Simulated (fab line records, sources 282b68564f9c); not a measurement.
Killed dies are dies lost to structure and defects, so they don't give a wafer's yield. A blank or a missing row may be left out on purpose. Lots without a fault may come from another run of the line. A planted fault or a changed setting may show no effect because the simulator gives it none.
One fault seen from 2 desks | flow rit_cmos | each desk has only its own numbers; what lay behind them comes last

THE METROLOGY DESK
What the gauges read, lot by lot, whatever tool the lot ran on: means of the sampled wafers that have a number. A lot is out of limits, marked OUT, if its mean lies more than 4 standard deviations from the usual mean; the brackets give that distance.
Columns: A = PWELL_OVL at RIT_PWELL_OVL_MEAS_06, usual -0.1 nm; B = REOX_OXIDE_THK at RIT_REOX_THK_MEAS_04, usual 25.3 nm; C = PLDD_TW at RIT_PLDD_TW_MEAS_10, usual 2326
lot  | first seen here | A    | B               | C
L574 | day 1 21:59     | -0.5 | 25.3            | 2319
L575 | day 2 05:04     | -1.1 | 24.8            | 2316
L576 | day 2 10:29     | 0.6  | 25.1            | 2352
L577 | day 2 14:52     | 0.2  | 25.0            | 2351
L578 | day 2 20:58     | -1.2 | 24.3            | 2306
L579 | day 3 01:08     | 0.8  | 25.4            | 2345
L581 | day 3 11:23     | 1.2  | 24.9            | 2308
L582 | day 3 16:15     | -2.0 | 25.2            | 2355
L583 | day 3 21:05     | 0.5  | 25.0            | 2319
L584 | day 4 01:35     | 1.5  | 25.3            | 2308
L587 | day 4 17:49     | 0.2  | 28.4 (+7.0) OUT | 2310
L588 | day 4 21:03     | 0.8  | 26.0            | 2348
L589 | day 5 03:14     | 1.4  | 27.5 (+5.0) OUT | 2351
L590 | day 5 08:04     | -0.7 | 27.7 (+5.4) OUT | 2307
L594 | day 6 04:37     | -0.1 | 25.5            | 2305
This desk's finding: out of limits on L587, L589, L590; first on L587, day 5 13:14 (REOX_OXIDE_THK at RIT_REOX_THK_MEAS_04). In limits: L574, L575, L576, L577, L578, L579, L581, L582, L583, L584, L588, L594.

THE TOOL OWNER'S DESK: furnace-04
The tool's own readings at RIT_REOX_OXIDATION_03 (target thk 25.2 nm, ox time 5580 s): means of the sampled wafers that have a number, for each lot that ran on this tool. A lot is out of limits, marked OUT, if its mean lies more than 4 standard deviations from the usual mean; the brackets give that distance.
Columns: A = spike_tc_centre_C at RIT_REOX_OXIDATION_03, usual 903.2 C; B = spike_tc_load_C at RIT_REOX_OXIDATION_03, usual 924.9 C; C = spike_tc_source_C at RIT_REOX_OXIDATION_03, usual 922.5 C
lot  | first seen here | A               | B                | C
L583 | day 4 15:35     | 903.5           | 923.1            | 920.8
L587 | day 5 10:41     | 912.9 (+10) OUT | 933.8 (+5.9) OUT | 930.1
L589 | day 5 19:54     | 913.3 (+10) OUT | 933.9 (+6.0) OUT | 928.9
L590 | day 6 03:43     | 913.2 (+10) OUT | 932.3 (+4.9) OUT | 930.2
This desk's finding: out of limits on L587, L589, L590; first on L587, day 5 10:41 (spike_tc_centre_C at RIT_REOX_OXIDATION_03). In limits: L583.

PUT TOGETHER
The tool owner's desk could have raised an alarm at day 5 10:41, on L587, L589, L590.
The metrology desk could have raised an alarm at day 5 13:14, on L587, L589, L590.
Of the lots named, all ran RIT_REOX_OXIDATION_03 on furnace-04.

WHAT THE SIMULATOR HAD PUT IN
Process parameter drift: furnace-04, from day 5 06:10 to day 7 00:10, at RIT_REOX_OXIDATION_03. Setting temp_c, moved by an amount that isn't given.
Lots struck among those shown: L587, L589, L590.
Hours from the fault's start to each desk's first reading out of limits: the tool owner's desk, 5; the metrology desk, 7.
